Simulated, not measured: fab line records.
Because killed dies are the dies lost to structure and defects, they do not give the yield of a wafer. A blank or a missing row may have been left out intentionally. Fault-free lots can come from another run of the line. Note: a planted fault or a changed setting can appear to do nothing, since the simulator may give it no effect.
Shared-tool check :: flow rit_cmos :: 39 wafers sampled across 13 lots

## WHY IT WAS OPENED
Of 13 lots, 2 have the reading PLDD_TW flagged at RIT_PLDD_TW_MEAS_10. Wafers without a fault read 2338, standard deviation 14.
Rule: flag the lot when none of its wafers has a number, or when each of its wafers that has one lies beyond 4 standard deviations from that mean. The rest of the lots are taken to be sound.

lot: L770
measured: day 2 22:22
on: film_metro-02
PLDD_TW, wafer by wafer: 2330 2323 2322
flag: 

lot: L771
measured: day 3 00:56
on: film_metro-02
PLDD_TW, wafer by wafer: 2336 2328 2321
flag: 

lot: L772
measured: day 3 08:24
on: film_metro-04
PLDD_TW, wafer by wafer: 2347 2326 2335
flag: 

lot: L773
measured: day 3 15:10
on: film_metro-03
PLDD_TW, wafer by wafer: 2345 2321 2335
flag: 

lot: L774
measured: day 3 17:50
on: film_metro-03
PLDD_TW, wafer by wafer: 2341 2349 2344
flag: 

lot: L775
measured: day 4 03:31
on: film_metro-02
PLDD_TW, wafer by wafer: 2337 2334 2336
flag: 

lot: L776
measured: day 4 06:13
on: film_metro-04
PLDD_TW, wafer by wafer: 2305 2318 2308
flag: 

lot: L783
measured: day 5 14:29
on: film_metro-04
PLDD_TW, wafer by wafer: 2645 2645 2647
flag: FLAGGED

lot: L784
measured: day 5 22:49
on: film_metro-03
PLDD_TW, wafer by wafer: 2660 2681 2661
flag: FLAGGED

lot: L786
measured: day 6 10:37
on: film_metro-02
PLDD_TW, wafer by wafer: 2320 2324 2316
flag: 

lot: L788
measured: day 7 00:18
on: film_metro-03
PLDD_TW, wafer by wafer: 2356 2332 2352
flag: 

lot: L789
measured: day 7 03:40
on: film_metro-02
PLDD_TW, wafer by wafer: 2353 2349 2359
flag: 

lot: L792
measured: day 7 15:32
on: film_metro-04
PLDD_TW, wafer by wafer: 2322 2330 2329
flag: 
On average the flagged lots' numbers are 2656, which is +318 against the usual, or +23 standard deviations.

## WHICH TOOL EACH LOT WENT THROUGH
The record keeps 1 process step preceding the reading, out of 202 steps on the route. Each cell gives the tool, then ch followed by the chambers the sampled wafers passed through, then the start.
lot: L770
flag: 
RIT_PLDD_IMPLANT_08: implanter-01 ch 0, day 2 22:02

lot: L771
flag: 
RIT_PLDD_IMPLANT_08: implanter-01 ch 0, day 3 00:38

lot: L772
flag: 
RIT_PLDD_IMPLANT_08: implanter-01 ch 0, day 3 08:05

lot: L773
flag: 
RIT_PLDD_IMPLANT_08: implanter-04 ch 0, day 3 14:53

lot: L774
flag: 
RIT_PLDD_IMPLANT_08: implanter-02 ch 0, day 3 17:30

lot: L775
flag: 
RIT_PLDD_IMPLANT_08: implanter-02 ch 0, day 4 03:13

lot: L776
flag: 
RIT_PLDD_IMPLANT_08: implanter-01 ch 0, day 4 05:53

lot: L783
flag: FLAGGED
RIT_PLDD_IMPLANT_08: implanter-02 ch 0, day 5 14:10

lot: L784
flag: FLAGGED
RIT_PLDD_IMPLANT_08: implanter-02 ch 0, day 5 22:30

lot: L786
flag: 
RIT_PLDD_IMPLANT_08: implanter-01 ch 0, day 6 10:17

lot: L788
flag: 
RIT_PLDD_IMPLANT_08: implanter-01 ch 0, day 6 23:59

lot: L789
flag: 
RIT_PLDD_IMPLANT_08: implanter-01 ch 0, day 7 03:20

lot: L792
flag: 
RIT_PLDD_IMPLANT_08: implanter-04 ch 0, day 7 15:14
What the steps here do:
- RIT_PLDD_IMPLANT_08
- RIT_PLDD_TW_MEAS_10

## FLAGGED OVER TOTAL, TOOL BY TOOL (the gauges that took the reading come last)
step: RIT_PLDD_IMPLANT_08
tool: implanter-01
lots run: 7
flagged: 0
share of the flagged lots: none
sound lots run after its first flagged lot: -

step: RIT_PLDD_IMPLANT_08
tool: implanter-02
lots run: 4
flagged: 2
share of the flagged lots: all
sound lots run after its first flagged lot: 0

step: RIT_PLDD_IMPLANT_08
tool: implanter-04
lots run: 2
flagged: 0
share of the flagged lots: none
sound lots run after its first flagged lot: -

step: RIT_PLDD_TW_MEAS_10
tool: film_metro-02
lots run: 5
flagged: 0
share of the flagged lots: none
sound lots run after its first flagged lot: -

step: RIT_PLDD_TW_MEAS_10
tool: film_metro-03
lots run: 4
flagged: 1
share of the flagged lots: some
sound lots run after its first flagged lot: 1 (L788)

step: RIT_PLDD_TW_MEAS_10
tool: film_metro-04
lots run: 4
flagged: 1
share of the flagged lots: some
sound lots run after its first flagged lot: 1 (L792)

## WHAT THE TABLE PERMITS
All flagged lots share 1 row of the table, namely implanter-02 at RIT_PLDD_IMPLANT_08.
- implanter-02 at RIT_PLDD_IMPLANT_08: 2 of its 4 lots flagged. A fault beginning between L775 (day 4 03:13), its last sound lot, and L783 (day 5 14:10), its first flagged one, fits the data. Its own readings (dose_ions_cm2, faraday_current_uA) fall more than 4 standard deviations out on all wafers of the flagged lots.
Just one tool remains: implanter-02 at RIT_PLDD_IMPLANT_08.

## WHAT HAD BEEN PUT IN BY THE SIMULATOR
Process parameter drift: implanter-02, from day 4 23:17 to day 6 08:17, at RIT_PLDD_IMPLANT_08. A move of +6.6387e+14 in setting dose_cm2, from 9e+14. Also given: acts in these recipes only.
Shown lots that were struck: L783, L784. The rule above reached the same finding.
